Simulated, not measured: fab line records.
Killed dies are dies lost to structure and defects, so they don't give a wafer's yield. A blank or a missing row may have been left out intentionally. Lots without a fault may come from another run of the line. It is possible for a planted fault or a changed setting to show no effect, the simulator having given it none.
fab line records	flow ritCmos
[record] lots = 5	wafers = 15	lastDay = 7
route steps=202 shown PSD@149 SDANNEAL@153 NSD@158 PLDD@159 NLDD@160 SILICIDE@161
lots untouched by any fault: they come from a run of this same line in which no faults occurred
startH: start of the lot's first displayed wafer, in hours after the record's first day	waitH: time in hours since the lot's previous step	" the same as in the row above	L1.1+2: a single row standing in for several wafers	- either no value or no given start	* or withheld: withheld	< > ~ a bound
route shown NAME@n: NAME is a module with steps in the file, n the number in the route of the first one	usual: mean/standard deviation of fault-free wafers	same: alike in all rows	chamber/n: place in a boat	sites: per-site readings	_std_site: the standard deviation of these	_edge_site: inner sites' mean taken away from outer sites' mean	radiusMm: for every site, how far away it sits from the centre of the wafer	mask NAME#n: copy n	behind: tool/chamber where the wafer was last shaped	hold: reason for holding the lot/hours on hold/outcome of the hold	device: names the non-switching transistor (n, p or np)	end of line: the tests these same wafers got at the end of their route	a step with no rows: only its recipe	killed: dies that structure and defects cost at the first sort, which is not the same as the wafer's yield	map: the dies of a wafer, with x for killed, . for not killed, _ for no die there
set.NAME: setting as actually run; set.NAME@STEP: the setting as run at that earlier step	model.NAME: the simulator's own value behind a step, which no gauge read
a table for each step, a row for each wafer; lots at some steps of the route
services: when a tool's chamber went out of use (startH, in hours from the record's first day, below 0 if earlier), for how many hours, and the reason
[[steps]]
[step RIT_PSD_HARDBAKE_07]
[recipe] resist = NOVOLAK	tempC = 140	timeS = 60
lot.wafer	tool	chamber	startH	waitH
L077.2+5+6	lithoTrack-01	0	64.35	0.0
L079.1+5+6	lithoTrack-02	0	73.59	0.0
L084.3+4+5	lithoTrack-02	0	97.72	0.1
L093.3+5+6	lithoTrack-02	0	144.78	0.1
L095.1+2+5	lithoTrack-04	0	154.57	0.0
[step RIT_PSD_IMPLANT_08]
[recipe] species = BF2	energyKev = 27	doseCm2 = 5e+15	tiltDeg = 7
[usual] doseIonsCm2 = 4.999e+15/4.9e+12
lot.wafer	tool	chamber	startH	waitH	doseIonsCm2
L077.2	implanter-02	0	64.50	0.1	5.007e+15
L077.5	"	0	"	"	5.004e+15
L077.6	"	0	"	"	5.011e+15
L079.1	implanter-01	0	73.74	0.1	4.998e+15
L079.5	"	0	"	"	4.988e+15
L079.6	"	0	"	"	4.995e+15
L084.3	implanter-03	0	97.87	0.1	4.995e+15
L084.4	"	0	"	"	5.001e+15
L084.5	"	0	"	"	5.005e+15
L093.3	implanter-03	0	144.93	0.1	4.993e+15
L093.5	"	0	"	"	4.995e+15
L093.6	"	0	"	"	5.002e+15
L095.1	implanter-02	0	154.72	0.1	4.997e+15
L095.2	"	0	"	"	5.008e+15
L095.5	"	0	"	"	4.997e+15
[step RIT_PSD_STRIP_09]
[recipe] chemistry = O2	timeS = 180	resist = NOVOLAK	platenTempC = withheld	powerW = 500	pressureMtorr = 4000	o2FlowSccm = 4000
[usual] drypumpMotorCurrentA = 5.78/0.21
lot.wafer	tool	chamber	startH	waitH	drypumpMotorCurrentA	rfHoursCounterH
L077.2	plasmaAsher-03	0	64.62	0.1	5.93	40
L077.5	"	0	"	"	5.93	-
L077.6	"	1	"	"	5.84	-
L079.1	plasmaAsher-03	0	73.89	0.1	5.94	41
L079.5	"	0	"	"	5.92	-
L079.6	"	1	"	"	5.84	-
L084.3	plasmaAsher-03	0	98.03	0.1	5.96	-
L084.4	"	1	"	"	5.83	-
L084.5	"	1	"	"	5.81	-
L093.3	plasmaAsher-02	1	145.09	0.1	5.82	-
L093.5	"	1	"	"	5.82	-
L093.6	"	0	"	"	5.90	-
L095.1	plasmaAsher-04	1	154.87	0.1	5.72	37
L095.2	"	0	"	"	5.30	37
L095.5	"	0	"	"	5.29	-
[step RIT_PSD_TW_MEAS_10]
[usual] PSD_TW = 3439/19
lot.wafer	tool	chamber	startH	waitH	PSD_TW
L077.2	filmMetro-03	-	64.81	0.1	3473
L077.5	"	-	"	"	3474
L077.6	"	-	"	"	3481
L079.1	filmMetro-04	-	74.06	0.1	3399
L079.5	"	-	"	"	3435
L079.6	"	-	"	"	3414
L084.3	filmMetro-04	-	98.17	0.1	3439
L084.4	"	-	"	"	3435
L084.5	"	-	"	"	3415
L093.3	filmMetro-04	-	145.23	0.1	3431
L093.5	"	-	"	"	3422
L093.6	"	-	"	"	3442
L095.1	filmMetro-01	-	155.05	0.1	3452
L095.2	"	-	"	"	3474
L095.5	"	-	"	"	3459
[step RIT_SDANNEAL_CLEAN_00]
[recipe] chemistry = SC1	mix = 3:3:50	timeS = 600	tempC = 75
lot.wafer	tool	chamber	startH	waitH
L077.2+5+6	wetBench-04	1	64.86	0.0
L079.1+5+6	wetBench-03	0	74.12	0.1
L084.3+4+5	wetBench-04	0	98.21	0.0
L093.3+5+6	wetBench-03	1	145.27	0.0
L095.1+2+5	wetBench-03	0	155.11	0.1
[step RIT_SDANNEAL_CLEAN_01]
[recipe] chemistry = dHF	dilution = 50:1	timeS = 31.36
lot.wafer	tool	chamber	startH	waitH
L077.2+5+6	wetBench-02	0	65.03	0.0
L079.1+5+6	wetBench-04	2	74.30	0.0
L084.3+4+5	wetBench-03	0	98.38	0.0
L093.3+5+6	wetBench-03	1	145.44	0.0
L095.1+2+5	wetBench-04	1	155.30	0.0
[step RIT_SDANNEAL_CLEAN_02]
[recipe] chemistry = SC2	mix = 3:3:50	timeS = 600	tempC = 75	dry = n2Spin
lot.wafer	tool	chamber	startH	waitH
L077.2+5+6	wetBench-03	2	65.05	0.0
L079.1+5+6	wetBench-02	3	74.31	0.0
L084.3+4+5	wetBench-02	2	98.40	0.0
L093.3+5+6	wetBench-03	2	145.46	0.0
L095.1+2+5	wetBench-03	3	155.33	0.0
[step RIT_SDANNEAL_RTA_03]
[recipe] tempC = 1050	timeS = 5	idleTempC = 600	rampUpCPerS = 342	rampDownCPerS = 171	coolToC = 600	ambient = N2
[usual] annealTempCMax = 1053.6/0.82	wafer_temp_C_max = 1053.4/1.1
lot.wafer	tool	chamber	startH	waitH	annealTempCMax	wafer_temp_C_max
L077.2	rtpAnneal-02	0	65.24	0.0	1054.4	1053.6
L077.5	"	0	"	"	1054.9	1052.9
L077.6	"	0	"	"	1053.5	1056.4
L079.1	rtpAnneal-02	0	74.49	0.0	1054.8	1055.4
L079.5	"	0	"	"	1053.1	1052.5
L079.6	"	0	"	"	1054.0	1053.7
L084.3	rtpAnneal-01	0	98.59	0.0	1054.0	1052.8
L084.4	"	0	"	"	1053.5	1053.1
L084.5	"	0	"	"	1053.6	1053.6
L093.3	rtpAnneal-01	0	145.65	0.0	1052.7	1052.8
L093.5	"	0	"	"	1052.6	1053.5
L093.6	"	0	"	"	1052.8	1052.7
L095.1	rtpAnneal-02	0	155.52	0.0	1053.4	1051.9
L095.2	"	0	"	"	1054.5	1051.8
L095.5	"	0	"	"	1053.8	1055.0
[step RIT_SDANNEAL_RS_MEAS_04]
[recipe] thkMeasGauge = four-point-probe
[usual] PSD_RS = 115.93/0.24
lot.wafer	tool	chamber	startH	waitH	PSD_RS[ohm/sq]
L077.2	filmMetro-01	-	65.30	0.1	115.65
L077.5	"	-	"	"	116.19
L077.6	"	-	"	"	115.74
L079.1	filmMetro-03	-	74.55	0.0	115.49
L079.5	"	-	"	"	116.00
L079.6	"	-	"	"	116.11
L084.3	filmMetro-01	-	98.67	0.1	116.15
L084.4	"	-	"	"	116.17
L084.5	"	-	"	"	115.93
L093.3	filmMetro-03	-	145.73	0.1	116.08
L093.5	"	-	"	"	115.79
L093.6	"	-	"	"	116.08
L095.1	filmMetro-04	-	155.58	0.0	116.33
L095.2	"	-	"	"	116.16
L095.5	"	-	"	"	116.08
[step RIT_SDANNEAL_RS_MEAS_05]
[recipe] thkMeasGauge = four-point-probe
[usual] NSD_RS = 84.51/0.3
lot.wafer	tool	chamber	startH	waitH	NSD_RS[ohm/sq]
L077.2	filmMetro-01	-	65.42	0.1	84.55
L077.5	"	-	"	"	84.73
L077.6	"	-	"	"	84.07
L079.1	filmMetro-03	-	74.67	0.1	84.60
L079.5	"	-	"	"	84.67
L079.6	"	-	"	"	84.41
L084.3	filmMetro-01	-	98.79	0.1	84.93
L084.4	"	-	"	"	84.60
L084.5	"	-	"	"	84.70
L093.3	filmMetro-03	-	145.85	0.1	83.99
L093.5	"	-	"	"	84.15
L093.6	"	-	"	"	84.09
L095.1	filmMetro-04	-	155.70	0.1	84.95
L095.2	"	-	"	"	84.82
L095.5	"	-	"	"	84.85
[step RIT_SDANNEAL_RS_MEAS_06]
[recipe] thkMeasGauge = four-point-probe
[usual] PLDD_RS = 178.7/0.49
lot.wafer	tool	chamber	startH	waitH	PLDD_RS[ohm/sq]
L077.2	filmMetro-01	-	65.54	0.1	177.7
L077.5	"	-	"	"	177.9
L077.6	"	-	"	"	177.5
L079.1	filmMetro-03	-	74.79	0.1	178.6
L079.5	"	-	"	"	178.2
L079.6	"	-	"	"	178.3
L084.3	filmMetro-01	-	98.91	0.1	179.4
L084.4	"	-	"	"	179.1
L084.5	"	-	"	"	179.0
L093.3	filmMetro-03	-	145.97	0.1	178.3
L093.5	"	-	"	"	178.1
L093.6	"	-	"	"	178.4
L095.1	filmMetro-04	-	155.82	0.1	179.5
L095.2	"	-	"	"	178.8
L095.5	"	-	"	"	178.9
[step RIT_SDANNEAL_RS_MEAS_07]
[recipe] thkMeasGauge = four-point-probe
[usual] NLDD_RS = 151.6/0.43
lot.wafer	tool	chamber	startH	waitH	NLDD_RS[ohm/sq]
L077.2	filmMetro-01	-	65.66	0.1	151.3
L077.5	"	-	"	"	151.7
L077.6	"	-	"	"	151.9
L079.1	filmMetro-03	-	74.91	0.1	150.9
L079.5	"	-	"	"	151.0
L079.6	"	-	"	"	151.3
L084.3	filmMetro-01	-	99.03	0.1	151.4
L084.4	"	-	"	"	151.4
L084.5	"	-	"	"	151.2
L093.3	filmMetro-03	-	146.09	0.1	151.7
L093.5	"	-	"	"	151.8
L093.6	"	-	"	"	151.3
L095.1	filmMetro-04	-	155.94	0.1	151.4
L095.2	"	-	"	"	151.5
L095.5	"	-	"	"	151.2
[step RIT_SILICIDE_WET_ETCH_00]
[recipe] chemistry = BOE	target = SiO2	targetDepthNm = 14	timeS = 15	dry = n2Spin	dilution = 10:1	tempC = 21.5
lot.wafer	tool	chamber	startH	waitH
L077.2+5+6	wetBench-04	1	65.76	0.1
L079.1+5+6	wetBench-03	0	75.03	0.1
L084.3+4+5	wetBench-01	2	99.11	0.1
L093.3+5+6	wetBench-01	3	146.17	0.1
L095.1+2+5	wetBench-01	1	156.06	0.1
[step RIT_SILICIDE_SPUTTER_01]
[recipe] material = Ti	targetThkNm = 30	powerW = 350	chamberPressurePa = 0.667	gas = Ar	timeS = 240	substrateTempC = 25
[usual] throttleValvePct = 30.5/1.2
lot.wafer	tool	chamber	startH	waitH	throttleValvePct
L077.2	pvdSputter-03	-	65.78	0.0	29.9
L077.5	"	-	"	"	30.1
L077.6	"	-	"	"	29.7
L079.1	pvdSputter-03	-	75.04	0.0	30.0
L079.5	"	-	"	"	29.7
L079.6	"	-	"	"	29.6
L084.3	pvdSputter-02	-	99.13	0.0	29.9
L084.4	"	-	"	"	31.5
L084.5	"	-	"	"	34.0
L093.3	pvdSputter-03	-	146.19	0.0	29.8
L093.5	"	-	"	"	30.0
L093.6	"	-	"	"	30.1
L095.1	pvdSputter-03	-	156.08	0.0	30.0
L095.2	"	-	"	"	29.6
L095.5	"	-	"	"	30.2
[step RIT_SILICIDE_RS_MEAS_02]
[recipe] thkMeasGauge = four-point-probe	reads = Ti_of_SILICIDE_SPUTTER_01
[usual] SILICIDE_TI_RS = 47.6/0.63
lot.wafer	tool	chamber	startH	waitH	SILICIDE_TI_RS[ohm/sq]
L077.2	filmMetro-04	-	65.95	0.1	47.0
L077.5	"	-	"	"	47.4
L077.6	"	-	"	"	45.8
L079.1	filmMetro-01	-	75.21	0.1	47.5
L079.5	"	-	"	"	47.9
L079.6	"	-	"	"	47.0
L084.3	filmMetro-04	-	99.32	0.1	48.1
L084.4	"	-	"	"	48.3
L084.5	"	-	"	"	48.1
L093.3	filmMetro-02	-	146.38	0.1	48.6
L093.5	"	-	"	"	48.6
L093.6	"	-	"	"	48.8
L095.1	filmMetro-02	-	156.23	0.1	46.9
L095.2	"	-	"	"	47.7
L095.5	"	-	"	"	46.4
[step RIT_SILICIDE_THK_MEAS_03]
[recipe] thkMeasGauge = xrf	reads = Ti_of_SILICIDE_SPUTTER_01
[usual] SILICIDE_TI_THK = 30.1/0.39
lot.wafer	tool	chamber	startH	waitH	SILICIDE_TI_THK[nm]
L077.2	filmMetro-04	-	66.06	0.1	30.7
L077.5	"	-	"	"	30.4
L077.6	"	-	"	"	31.2
L079.1	filmMetro-01	-	75.33	0.1	29.9
L079.5	"	-	"	"	29.6
L079.6	"	-	"	"	30.2
L084.3	filmMetro-04	-	99.42	0.1	30.1
L084.4	"	-	"	"	29.9
L084.5	"	-	"	"	30.1
L093.3	filmMetro-02	-	146.48	0.1	29.5
L093.5	"	-	"	"	29.4
L093.6	"	-	"	"	29.4
L095.1	filmMetro-02	-	156.35	0.1	30.4
L095.2	"	-	"	"	30.1
L095.5	"	-	"	"	30.8
[step RIT_SILICIDE_RTA_04]
[recipe] tempC = 650	timeS = 10	idleTempC = 25	rampUpS = 5	rampDownS = 5	coolToC = 25	ambient = N2
[usual] annealTempCMax = 652.3/0.62	wafer_temp_C_max = 652.3/0.97
lot.wafer	tool	chamber	startH	waitH	annealTempCMax	wafer_temp_C_max
L077.2	rtpAnneal-01	0	66.12	0.1	652.1	653.5
L077.5	"	0	"	"	651.9	652.4
L077.6	"	0	"	"	651.9	652.6
L079.1	rtpAnneal-01	0	75.39	0.1	652.3	652.1
L079.5	"	0	"	"	652.6	651.4
L079.6	"	0	"	"	652.0	652.4
L084.3	rtpAnneal-02	0	99.48	0.1	651.5	651.6
L084.4	"	0	"	"	652.9	651.8
L084.5	"	0	"	"	652.6	651.9
L093.3	rtpAnneal-02	0	146.54	0.1	653.0	651.8
L093.5	"	0	"	"	652.5	652.3
L093.6	"	0	"	"	652.7	652.4
L095.1	rtpAnneal-02	0	156.41	0.1	652.5	651.3
L095.2	"	0	"	"	652.9	650.9
L095.5	"	0	"	"	652.7	651.6
[step RIT_SILICIDE_WET_ETCH_05]
[recipe] chemistry = SPM	target = Ti	tempC = 90	timeS = 120	dry = n2Spin
lot.wafer	tool	chamber	startH	waitH
L077.2+5+6	wetBench-01	1	66.17	0.0
L079.1+5+6	wetBench-04	0	75.52	0.1
L084.3+4+5	wetBench-03	1	99.52	0.0
L093.3+5+6	wetBench-03	3	146.58	0.0
L095.1+2+5	wetBench-03	2	156.47	0.1
[[services]]
tool	chamber	startH	hours	kind
implanter-02	-	44.78	2.9	repair
implanter-01	-	45.25	0.9	repair
implanter-03	-	73.07	11.8	pm
implanter-02	-	73.58	2.8	pm
pvdSputter-02	-	85.36	5.3	repair
wetBench-01	-	102.85	3.5	repair
pvdSputter-02	-	103.14	8.6	repair
plasmaAsher-02	-	108.75	9.0	pm
plasmaAsher-02	0	108.75	9.0	ventCycle
plasmaAsher-02	1	108.75	9.0	ventCycle
pvdSputter-03	-	113.76	1.6	repair
plasmaAsher-02	0	117.75	-	clean
plasmaAsher-02	1	117.75	-	clean
implanter-02	-	127.50	3.1	repair
rtpAnneal-01	-	130.25	1.1	pm
implanter-02	-	130.94	1.5	repair
implanter-03	-	148.18	2.4	repair
rtpAnneal-01	-	152.92	5.1	pm
[[key]]
fault none
